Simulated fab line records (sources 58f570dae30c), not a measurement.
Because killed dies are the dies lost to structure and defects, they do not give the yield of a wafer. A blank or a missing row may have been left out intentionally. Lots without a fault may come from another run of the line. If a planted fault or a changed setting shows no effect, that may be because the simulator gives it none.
What tool caused it?    flow berkeley cmos170    Sampling: 13 lots, 39 wafers, 5 of 331 route steps

WHAT EACH GAUGE READ, for each wafer
UCB170_M1_RS_MEAS_01: measures by four-point-probe. Usual: M1_AL_RS gives 0.0482 ohm/sq (standard deviation 0.00061).
lot   measured      on             M1_AL_RS (ohm/sq)                          flag
L917  day 6 17:09   film metro-02  0.0479 0.0481 0.0479                       
L918  day 7 06:27   film metro-04  0.0483 0.0482 0.0472                       
L919  day 7 17:59   film metro-02  0.0483 0.0481 0.0483                       
L920  day 8 06:49   film metro-04  0.0479 0.0475 0.0490                       
L921  day 8 08:01   film metro-03  0.0482 0.0477 0.0481                       
L924  day 8 17:19   film metro-02  0.0498 0.0502 0.0488                       
L923  day 8 16:11   film metro-02  0.0471 0.0480 0.0478                       
L925  day 9 02:14   film metro-03  0.0488 0.0496 0.0491                       
L926  day 9 02:58   film metro-02  0.0483 0.0483 0.0474                       
L927  day 9 02:02   film metro-02  0.0479 0.0479 0.0484                       
L929  day 9 16:53   film metro-02  0.0486 0.0485 0.0490                       
L937  day 10 21:28  film metro-03  0.0492 0.0486 0.0515 0.0492 0.0486 0.0515  
L939  day 11 21:13  film metro-02  0.0477 0.0493 0.0475                       

UCB170_M1_THK_MEAS_02: measures by xrf. Usual: M1_AL_THK gives 600 nm (standard deviation 8.2).
lot   measured      on             M1_AL_THK (nm)           flag
L917  day 6 17:16   film metro-02  604 608 607              
L918  day 7 06:34   film metro-04  600 598 610              
L919  day 7 18:05   film metro-02  603 606 601              
L920  day 8 06:56   film metro-04  596 606 589              
L921  day 8 08:08   film metro-03  596 603 598              
L924  day 8 17:25   film metro-02  579 574 590              
L923  day 8 16:19   film metro-02  609 601 610              
L925  day 9 02:21   film metro-03  591 580 588              
L926  day 9 03:05   film metro-02  602 602 614              
L927  day 9 02:09   film metro-02  608 607 601              
L929  day 9 17:01   film metro-02  598 597 596              
L937  day 11 02:52  film metro-03  589 592 562 586 595 562  
L939  day 11 21:20  film metro-02  608 586 609              

UCB170_V2_THK_MEAS_04. Usual: V2_POLISHED_THK gives 999.4 nm (standard deviation 1.4).
lot   measured      on             V2_POLISHED_THK (nm)  flag
L917  day 7 10:22   film metro-01  999.1 999.8 998.7     
L918  day 7 20:17   film metro-02  997.8 998.1 1000.5    
L919  day 8 08:56   film metro-02  999.5 999.4 998.4     
L920  day 8 21:02   film metro-04  1000.6 1000.4 1000.1  
L921  day 8 22:04   film metro-04  999.5 995.4 999.0     
L924  day 9 10:34   film metro-02  1001.1 1000.6 996.9   
L923  day 9 05:42   film metro-04  997.6 1000.6 997.3    
L925  day 9 13:43   film metro-02  999.6 1002.3 997.4    
L926  day 9 17:29   film metro-01  1002.1 999.3 998.9    
L927  day 9 13:47   film metro-04  999.7 1001.0 999.3    
L929  day 10 08:26  film metro-04  998.3 999.2 1000.1    
L937  day 11 18:58  film metro-02  1000.3 999.0 997.8    
L939  day 12 10:07  film metro-04  999.7 1001.7 999.2    

WHAT TOOL EACH LOT RAN ON (gives the tool, then ch and the chambers of the sampled wafers, and finally the start)
lot   UCB170_ZERO_ETCH_06                UCB170_M1_SPUTTER_00
L917  rie diel-03 ch 0,1, day 1 17:25    pvd sputter-03, day 6 17:05
L918  rie diel-04 ch 0,1,3, day 1 21:59  pvd sputter-04, day 7 06:23
L919  rie diel-04 ch 2,3, day 2 03:52    pvd sputter-02, day 7 17:52
L920  rie diel-01 ch 1,3, day 2 13:35    pvd sputter-03, day 8 06:45
L921  rie diel-04 ch 1,2, day 2 20:19    pvd sputter-02, day 8 07:56
L924  rie diel-03 ch 1,2, day 3 05:26    pvd sputter-02, day 8 17:14
L923  rie diel-01 ch 2,3, day 3 05:43    pvd sputter-04, day 8 16:08
L925  rie diel-03 ch 0,1, day 3 12:46    pvd sputter-02, day 9 02:10
L926  rie diel-01 ch 0,2,3, day 3 20:03  pvd sputter-03, day 9 02:54
L927  rie diel-04 ch 0,1,3, day 3 20:07  pvd sputter-04, day 9 01:58
L929  rie diel-01 ch 0,1, day 4 08:30    pvd sputter-02, day 9 16:49
L937  rie diel-01 ch 0,2,3, day 6 01:07  pvd sputter-02, day 10 21:22
L939  rie diel-03 ch 1,2,3, day 6 09:32  pvd sputter-03, day 11 21:09
- UCB170_ZERO_ETCH_06: etches SiO2 in CHF3/CF4/Ar, time 12 s.
- UCB170_M1_SPUTTER_00: material Al, target thk 600 nm, time 80 s.

WHAT THE TOOLS THEMSELVES READ (means of the sampled wafers that have a number; where no wafer has one, the mark that the record gives instead)
UCB170_ZERO_ETCH_06. Usual: cf4 flow sccm 10.001 sccm, standard deviation 0.025; drypump motor current A 5.8 A, standard deviation 0.45; oes product au 0.619 a.u., standard deviation 0.01; throttle valve pct 9.22 %, standard deviation 0.15.
lot   tool         cf4 flow sccm (sccm)  drypump motor current A (A)  oes product au (a.u.)  throttle valve pct (%)  flag
L917  rie diel-03  9.994                 6.1                          0.625                  9.36                    
L918  rie diel-04  9.985                 5.7                          0.624                  9.23                    
L919  rie diel-04  9.994                 5.7                          0.626                  9.28                    
L920  rie diel-01  9.985                 5.9                          0.609                  9.02                    
L921  rie diel-04  9.998                 5.3                          0.622                  9.27                    
L924  rie diel-03  10.008                5.9                          0.625                  9.32                    
L923  rie diel-01  9.973                 5.5                          0.606                  9.13                    
L925  rie diel-03  10.000                6.1                          0.623                  9.36                    
L926  rie diel-01  10.014                5.8                          0.608                  9.16                    
L927  rie diel-04  10.007                5.7                          0.615                  9.23                    
L929  rie diel-01  9.975                 6.6                          0.620                  9.05                    
L937  rie diel-01  10.027                5.8                          0.610                  9.16                    
L939  rie diel-03  9.992                 5.8                          0.622                  9.27                    

UCB170_M1_SPUTTER_00. Usual: throttle valve pct 30.3 %, standard deviation 1.3.
lot   tool            throttle valve pct (%)  flag
L917  pvd sputter-03  30.6                    
L918  pvd sputter-04  30.3                    
L919  pvd sputter-02  30.5                    
L920  pvd sputter-03  31.1                    
L921  pvd sputter-02  30.6                    
L924  pvd sputter-02  31.0                    
L923  pvd sputter-04  29.6                    
L925  pvd sputter-02  29.6                    
L926  pvd sputter-03  30.2                    
L927  pvd sputter-04  29.9                    
L929  pvd sputter-02  29.6                    
L937  pvd sputter-02  30.1                    
L939  pvd sputter-03  29.5                    

THE ANSWER, worked out from the rows above alone
Rule: take the mean of a lot's wafers that have a number; if it is more than 3 standard deviations from the usual mean, the lot is off. A lot without any number at a reading at which 4 lots or more have one is off too. The other lots that the step has rows for count as sound. First the gauges in route order, then the tools' own readings, where a lot's mean is used as printed above. The first step at which some lot is off is used, and at that step the reading that is off furthest; a lot without a number counts as furthest.
No lot is off on any of the readings shown, so nothing can be concluded from this.

WHAT THE SIMULATOR HAD INSERTED
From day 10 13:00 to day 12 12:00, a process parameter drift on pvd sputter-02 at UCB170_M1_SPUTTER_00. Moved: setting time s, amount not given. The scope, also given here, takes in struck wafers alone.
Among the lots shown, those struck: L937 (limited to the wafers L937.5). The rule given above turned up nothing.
